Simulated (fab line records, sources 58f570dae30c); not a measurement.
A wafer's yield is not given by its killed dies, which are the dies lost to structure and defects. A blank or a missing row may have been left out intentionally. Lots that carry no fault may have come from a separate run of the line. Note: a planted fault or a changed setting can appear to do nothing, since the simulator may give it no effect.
What tool caused it?    flow berkeleyCmos170    37 wafers from 13 lots sampled at 6 of the route's 331 steps

== WHAT EACH GAUGE READ, for each wafer ==
UCB170_PSD_CD_MEAS_06: the cd target is 1200 nm. Usual: cdNm at 1200.0 nm, with a standard deviation of 1.6.
lot   measured      on        cdNm (nm)             flag
L868  day 6 17:10   cdSem-02  1196.1 1197.9 1198.2  
L866  day 6 17:17   cdSem-02  1199.9 1200.2 1200.0  
L870  day 7 00:16   cdSem-02  1199.2 1198.3 1199.4  
L872  day 7 15:07   cdSem-02  1199.0 1199.6 1199.9  
L871  day 7 15:14   cdSem-02  1199.3 1198.0 1199.6  
L877  day 8 07:08   cdSem-01  1200.6 1200.6 1200.5  
L876  day 8 07:28   cdSem-01  1201.7 1201.2 1201.7  
L873  day 8 07:47   cdSem-01  1200.9 1201.5 1202.3  
L875  day 8 07:59   cdSem-01  1200.8 1201.4 1201.6  
L881  day 9 05:51   cdSem-02  1201.1 1199.9 1199.1  
L880  day 9 06:03   cdSem-01  1195.7 1196.3 1195.7  
L882  day 9 17:19   cdSem-01  1199.8 1201.8 1199.5  
L885  day 11 00:19  cdSem-02  1199.4                

UCB170_M1_RS_MEAS_01: the measuring method here is four-point-probe. Usual: M1_AL_RS 0.0481 ohm/sq, standard deviation 0.00057.
lot   measured      on            M1_AL_RS (ohm/sq)     flag
L868  day 7 03:13   filmMetro-02  0.0474 0.0477 0.0475  
L866  day 7 02:49   filmMetro-03  0.0478 0.0480 0.0478  
L870  day 7 11:37   filmMetro-02  0.0482 0.0475 0.0480  
L872  day 8 00:28   filmMetro-02  0.0486 0.0486 0.0480  
L871  day 8 06:06   filmMetro-03  0.0473 0.0472 0.0471  
L877  day 8 18:42   filmMetro-02  0.0474 0.0479 0.0473  
L876  day 8 18:47   filmMetro-03  0.0482 0.0477 0.0484  
L873  day 8 19:04   filmMetro-02  0.0481 0.0480 0.0484  
L875  day 8 19:11   filmMetro-03  0.0485 0.0478 0.0485  
L881  day 9 15:10   filmMetro-03  0.0489 0.0487 0.0485  
L880  day 9 16:53   filmMetro-01  0.0474 0.0482 0.0480  
L882  day 10 02:15  filmMetro-02  0.0489 0.0488 0.0481  
L885  day 11 16:08  filmMetro-03  0.0399                OFF

UCB170_M1_THK_MEAS_02: measures by xrf. Usual: M1_AL_THK 606 nm, standard deviation 7.2.
lot   measured      on            M1_AL_THK (nm)  flag
L868  day 7 03:20   filmMetro-02  611 608 610     
L866  day 7 02:55   filmMetro-03  611 607 610     
L870  day 7 11:44   filmMetro-02  607 619 611     
L872  day 8 00:35   filmMetro-02  598 600 607     
L871  day 8 06:13   filmMetro-03  613 614 615     
L877  day 8 18:49   filmMetro-02  613 608 619     
L876  day 8 18:54   filmMetro-03  599 610 599     
L873  day 8 19:11   filmMetro-02  607 609 604     
L875  day 8 19:19   filmMetro-03  596 607 596     
L881  day 9 15:16   filmMetro-03  596 596 597     
L880  day 9 17:00   filmMetro-01  618 611 610     
L882  day 10 02:22  filmMetro-02  595 597 604     
L885  day 11 16:13  filmMetro-03  727             OFF

== EACH LOT AND THE TOOL THAT RAN IT (in order: tool; ch and the chambers of the sampled wafers; start) ==
lot   UCB170_PSD_STRIP_09                 UCB170_SDANNEAL_RTA_01           UCB170_M1_SPUTTER_00
L868  plasmaAsher-01 ch 0,1, day 6 17:27  rtpAnneal-01 ch 0, day 6 20:33   pvdSputter-02, day 7 03:08
L866  plasmaAsher-04 ch 0,1, day 6 17:34  rtpAnneal-01 ch 0, day 6 20:50   pvdSputter-04, day 7 02:44
L870  plasmaAsher-01 ch 0,1, day 7 00:35  rtpAnneal-02 ch 0, day 7 04:41   pvdSputter-04, day 7 11:33
L872  plasmaAsher-01 ch 0,1, day 7 15:25  rtpAnneal-02 ch 0, day 7 18:19   pvdSputter-04, day 8 00:25
L871  plasmaAsher-04 ch 0,1, day 7 15:32  rtpAnneal-01 ch 0, day 7 18:51   pvdSputter-02, day 8 06:02
L877  plasmaAsher-01 ch 0,1, day 8 07:25  rtpAnneal-01 ch 0, day 8 10:54   pvdSputter-02, day 8 18:37
L876  plasmaAsher-04 ch 1, day 8 07:46    rtpAnneal-02 ch 0, day 8 11:07   pvdSputter-03, day 8 18:43
L873  plasmaAsher-03 ch 0,1, day 8 08:05  rtpAnneal-01 ch 0, day 8 11:34   pvdSputter-02, day 8 19:00
L875  plasmaAsher-01 ch 0,1, day 8 08:18  rtpAnneal-02 ch 0, day 8 11:36   pvdSputter-03, day 8 19:08
L881  plasmaAsher-01 ch 0,1, day 9 06:09  rtpAnneal-01 ch 0, day 9 09:14   pvdSputter-04, day 9 15:04
L880  plasmaAsher-03 ch 0,1, day 9 06:20  rtpAnneal-02 ch 0, day 9 09:38   pvdSputter-03, day 9 16:49
L882  plasmaAsher-01 ch 0, day 9 17:38    rtpAnneal-01 ch 0, day 9 20:23   pvdSputter-04, day 10 02:11
L885  plasmaAsher-04 ch 0, day 11 00:35   rtpAnneal-02 ch 0, day 11 06:44  pvdSputter-04, day 11 16:01
- UCB170_PSD_STRIP_09: strips in O2.
- UCB170_SDANNEAL_RTA_01: time 5 s.
- UCB170_M1_SPUTTER_00: material Al, target thk 600 nm, time 80 s.

== WHAT THE TOOLS THEMSELVES READ (means of the sampled wafers that have a number; where no wafer has one, the mark that the record gives instead) ==
UCB170_PSD_STRIP_09. Usual: drypumpMotorCurrentA 5.75 A, standard deviation 0.25; o2FlowSccm 400.2 sccm, standard deviation 1.2; oesProductAu 0.601 a.u., standard deviation 0.005; stripTimeToEndpointS 29.44 s, standard deviation 0.074.
lot   tool            drypumpMotorCurrentA (A)  o2FlowSccm (sccm)  oesProductAu (a.u.)  stripTimeToEndpointS (s)  flag
L868  plasmaAsher-01  5.58                      398.8              0.603                29.39                     
L866  plasmaAsher-04  5.94                      401.4              0.599                29.50                     
L870  plasmaAsher-01  5.57                      399.5              0.603                29.36                     
L872  plasmaAsher-01  5.57                      400.3              0.598                29.43                     
L871  plasmaAsher-04  6.08                      400.8              0.602                29.40                     
L877  plasmaAsher-01  5.53                      401.0              0.596                29.50                     
L876  plasmaAsher-04  6.19                      400.1              0.596                29.48                     
L873  plasmaAsher-03  5.83                      401.0              0.603                29.49                     
L875  plasmaAsher-01  5.53                      401.2              0.600                29.36                     
L881  plasmaAsher-01  5.56                      400.2              0.607                29.49                     
L880  plasmaAsher-03  5.91                      399.1              0.603                29.47                     
L882  plasmaAsher-01  5.50                      400.9              0.602                29.42                     
L885  plasmaAsher-04  5.81                      400.7              0.602                29.38                     

UCB170_SDANNEAL_RTA_01. Usual: lampPowerPct 33.8 %, standard deviation 0.73; wafer_temp_C_max 1054.0, standard deviation 1.
lot   tool          lampPowerPct (%)  wafer_temp_C_max  flag
L868  rtpAnneal-01  33.1              1052.8            
L866  rtpAnneal-01  33.1              1053.1            
L870  rtpAnneal-02  34.6              1053.4            
L872  rtpAnneal-02  34.5              1054.3            
L871  rtpAnneal-01  33.1              1052.9            
L877  rtpAnneal-01  33.1              1053.5            
L876  rtpAnneal-02  34.6              1054.2            
L873  rtpAnneal-01  33.1              1053.6            
L875  rtpAnneal-02  34.5              1055.5            
L881  rtpAnneal-01  33.1              1053.9            
L880  rtpAnneal-02  34.6              1054.1            
L882  rtpAnneal-01  33.1              1053.4            
L885  rtpAnneal-02  34.6              1054.7            

UCB170_M1_SPUTTER_00. Usual: throttleValvePct at 29.8 %, with a standard deviation of 1.3.
lot   tool           throttleValvePct (%)  flag
L868  pvdSputter-02  29.9                  
L866  pvdSputter-04  29.7                  
L870  pvdSputter-04  30.9                  
L872  pvdSputter-04  29.9                  
L871  pvdSputter-02  29.2                  
L877  pvdSputter-02  29.3                  
L876  pvdSputter-03  30.3                  
L873  pvdSputter-02  30.0                  
L875  pvdSputter-03  29.6                  
L881  pvdSputter-04  29.6                  
L880  pvdSputter-03  30.4                  
L882  pvdSputter-04  29.5                  
L885  pvdSputter-04  30.9                  

== THE ANSWER, worked out from the rows above alone ==
Rule: a lot is off if the mean of its wafers that have a number lies more than 3 standard deviations from the usual mean. A lot without any number at a reading at which 4 lots or more have one is off too. The other lots that the step has rows for count as sound. The gauges are gone through in route order, then the tools' own readings, and for those a lot's mean is taken as printed above. At the first step where some lot is off, the reading lying furthest off is the one used; lots without a number count as furthest.
Off: at UCB170_M1_RS_MEAS_01 (M1_AL_RS), L885.
If a tool, at a process step before that reading, ran all the lots that are off and no sound lot after the first of them, it fits. The gauges at UCB170_M1_RS_MEAS_01 are tried like those tools. Can't be told from this: 4 tools fit, plasmaAsher-04 at UCB170_PSD_STRIP_09, rtpAnneal-02 at UCB170_SDANNEAL_RTA_01, pvdSputter-04 at UCB170_M1_SPUTTER_00, filmMetro-03 at UCB170_M1_RS_MEAS_01.

== WHAT THE SIMULATOR HAD INSERTED ==
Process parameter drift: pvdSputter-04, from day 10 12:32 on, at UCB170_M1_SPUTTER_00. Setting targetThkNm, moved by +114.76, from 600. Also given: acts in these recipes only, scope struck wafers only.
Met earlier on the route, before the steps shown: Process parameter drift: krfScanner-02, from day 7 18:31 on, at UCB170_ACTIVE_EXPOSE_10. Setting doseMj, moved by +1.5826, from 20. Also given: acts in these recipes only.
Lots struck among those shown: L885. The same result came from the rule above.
